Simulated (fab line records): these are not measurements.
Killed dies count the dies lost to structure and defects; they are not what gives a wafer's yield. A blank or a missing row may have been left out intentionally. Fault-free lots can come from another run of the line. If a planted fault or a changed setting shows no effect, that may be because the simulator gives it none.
Which tool was responsible? :: flow berkeley cmos170 :: 42 wafers from 14 lots sampled at 2 of the route's 331 steps

== WHAT THE GAUGES READ, wafer by wafer ==
UCB170_NLDD_CD_MEAS_06: target cd 1200 nm.
lot: L939
measured: day 6 11:44
on: cd sem-01
cd nm (nm): 1202.4 1202.9 1202.6

lot: L938
measured: day 6 12:10
on: cd sem-02
cd nm (nm): 1201.9 1200.9 1200.6

lot: L941
measured: day 6 19:53
on: cd sem-01
cd nm (nm): 1201.5 1200.7 1201.0

lot: L943
measured: day 7 09:36
on: cd sem-02
cd nm (nm): 1198.7 1200.5 1199.9

lot: L945
measured: day 8 11:26
on: cd sem-02
cd nm (nm): 1198.4 1197.8 1197.9

lot: L947
measured: day 8 16:20
on: cd sem-01
cd nm (nm): 1199.9 1199.5 1199.9

lot: L951
measured: day 9 09:47
on: cd sem-01
cd nm (nm): 1198.7 1199.4 1198.2

lot: L954
measured: day 9 18:36
on: cd sem-01
cd nm (nm): 1200.1 1198.8 1200.6

lot: L955
measured: day 10 01:40
on: cd sem-01
cd nm (nm): 1198.7 1199.4 1198.7

lot: L956
measured: day 10 08:33
on: cd sem-02
cd nm (nm): 1199.5 1198.5 1200.5

lot: L957
measured: day 10 22:00
on: cd sem-02
cd nm (nm): 1199.4 1199.0 1198.7

lot: L958
measured: day 10 22:20
on: cd sem-01
cd nm (nm): 1201.5 1200.1 1200.7

lot: L960
measured: day 11 02:19
on: cd sem-01
cd nm (nm): 1200.4 1200.6 1200.4

lot: L961
measured: day 11 16:07
on: cd sem-01
cd nm (nm): 1199.7 1199.3 1200.6

UCB170_M1_CD_MEAS_90: target cd 700 nm.
lot: L939
measured: day 7 07:38
on: cd sem-02
cd nm (nm): 701.1 704.8 701.8

lot: L938
measured: day 7 07:53
on: cd sem-02
cd nm (nm): 696.2 699.9 695.6

lot: L941
measured: day 7 16:00
on: cd sem-02
cd nm (nm): 699.0 700.3 701.3

lot: L943
measured: day 8 10:46
on: cd sem-01
cd nm (nm): 701.9 701.5 702.5

lot: L945
measured: day 9 07:13
on: cd sem-01
cd nm (nm): 701.6 702.2 700.6

lot: L947
measured: day 9 12:27
on: cd sem-02
cd nm (nm): 698.1 701.8 700.9

lot: L951
measured: day 10 04:37
on: cd sem-02
cd nm (nm): 697.5 697.1 701.5

lot: L954
measured: day 10 14:49
on: cd sem-01
cd nm (nm): 698.2 699.7 696.0

lot: L955
measured: day 10 21:31
on: cd sem-01
cd nm (nm): 695.9 697.7 698.8

lot: L956
measured: day 11 07:46
on: cd sem-02
cd nm (nm): 696.5 703.2 699.7

lot: L957
measured: day 11 16:01
on: cd sem-02
cd nm (nm): 700.6 699.3 697.6

lot: L958
measured: day 11 17:34
on: cd sem-01
cd nm (nm): 698.0 696.6 699.6

lot: L960
measured: day 11 20:34
on: cd sem-02
cd nm (nm): 699.5 699.2 696.1

lot: L961
measured: day 12 12:31
on: cd sem-02
cd nm (nm): 703.9 702.6 699.7

== WHAT TOOL EACH LOT RAN ON (gives the tool, then ch and the chambers of the sampled wafers, and finally the start) ==
The record shows no process step preceding these readings.

== WHAT THE TOOLS THEMSELVES READ (means of the sampled wafers that have a number; where no wafer has one, the mark that the record gives instead) ==
The record holds no such reading with a usual standard deviation.

== THE ANSWER, worked out from the rows above alone ==
Rule: usual is defined by the lots themselves. Put in order of their means at a reading, lots are off if they are a third of the lots or fewer, leave a main group of 4 or more, and stand apart from it by a gap of 3 or more times the standard deviation of the main group's means; of several such gaps the widest counts. The tables above print the reading to a certain number of digits; a main group whose means all agree to those digits is not used. A lot without any number at a reading at which 4 lots or more have one is off too. Where the step has rows for the other lots, those lots are counted as sound. First the gauges in route order, then the tools' own readings, where a lot's mean is used as printed above. At the first step where some lot is off, the reading lying furthest off is the one used; lots without a number count as furthest.
Across all readings shown, no lot is off: no conclusion can be drawn from this.

== WHAT THE SIMULATOR HAD INSERTED ==
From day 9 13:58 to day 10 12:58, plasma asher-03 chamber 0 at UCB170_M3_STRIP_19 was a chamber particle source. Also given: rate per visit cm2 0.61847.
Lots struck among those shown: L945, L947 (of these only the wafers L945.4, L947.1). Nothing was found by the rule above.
